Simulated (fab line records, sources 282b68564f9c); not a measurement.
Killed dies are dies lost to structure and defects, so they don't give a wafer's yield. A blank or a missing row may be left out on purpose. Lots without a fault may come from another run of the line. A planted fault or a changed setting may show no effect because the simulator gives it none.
Chamber matching | flow rit_cmos | RIT_GATE_ETCH_19 on rie_si-02: 4 sister chambers
The step etches poly-Si in SF6/CHF3/O2, stops on SiO2, time 165 s, target depth 312.5 nm. 4 wafers are shown with their chamber, then 8 later ones without.

WAFERS WITH THEIR CHAMBER
wafer  | chamber | drypump_motor_current_A (A)
L917.3 | 3       | 5.0
L919.4 | 2       | 6.2
L919.6 | 1       | 6.5
L922.2 | 0       | 5.2

WAFERS WITHOUT THEIR CHAMBER
wafer  | drypump_motor_current_A (A)
L922.3 | 6.4
L922.6 | 5.0
L925.1 | 5.0
L925.2 | 6.2
L925.6 | 5.0
L927.2 | 5.2
L927.3 | 6.4
L927.5 | 6.5

WHICH CHAMBER EACH WENT THROUGH
wafer  | from the rows above | in truth
L922.3 | 1                   | 1
L922.6 | 3                   | 3
L925.1 | 3                   | 3
L925.2 | 2                   | 2
L925.6 | 3                   | 3
L927.2 | 0                   | 0
L927.3 | 1                   | 1
L927.5 | 1                   | 1
Placed correctly: 8 of 8. Can't be placed from these rows: 0. Placed wrongly: 0.
How it was worked out, from the rows above alone: a wafer's distance from a chamber is the root of the sum, over the readings, of the square of ((its reading less the chamber's mean) divided by the reading's scatter). The wafer belongs to the nearest chamber; if the next one is less than 2 further off, it can't be placed. A chamber's mean is the mean of its shown wafers. The scatter: with one shown wafer a chamber, the root of the mean of the squares of how far each hidden wafer lies from its nearest shown one.
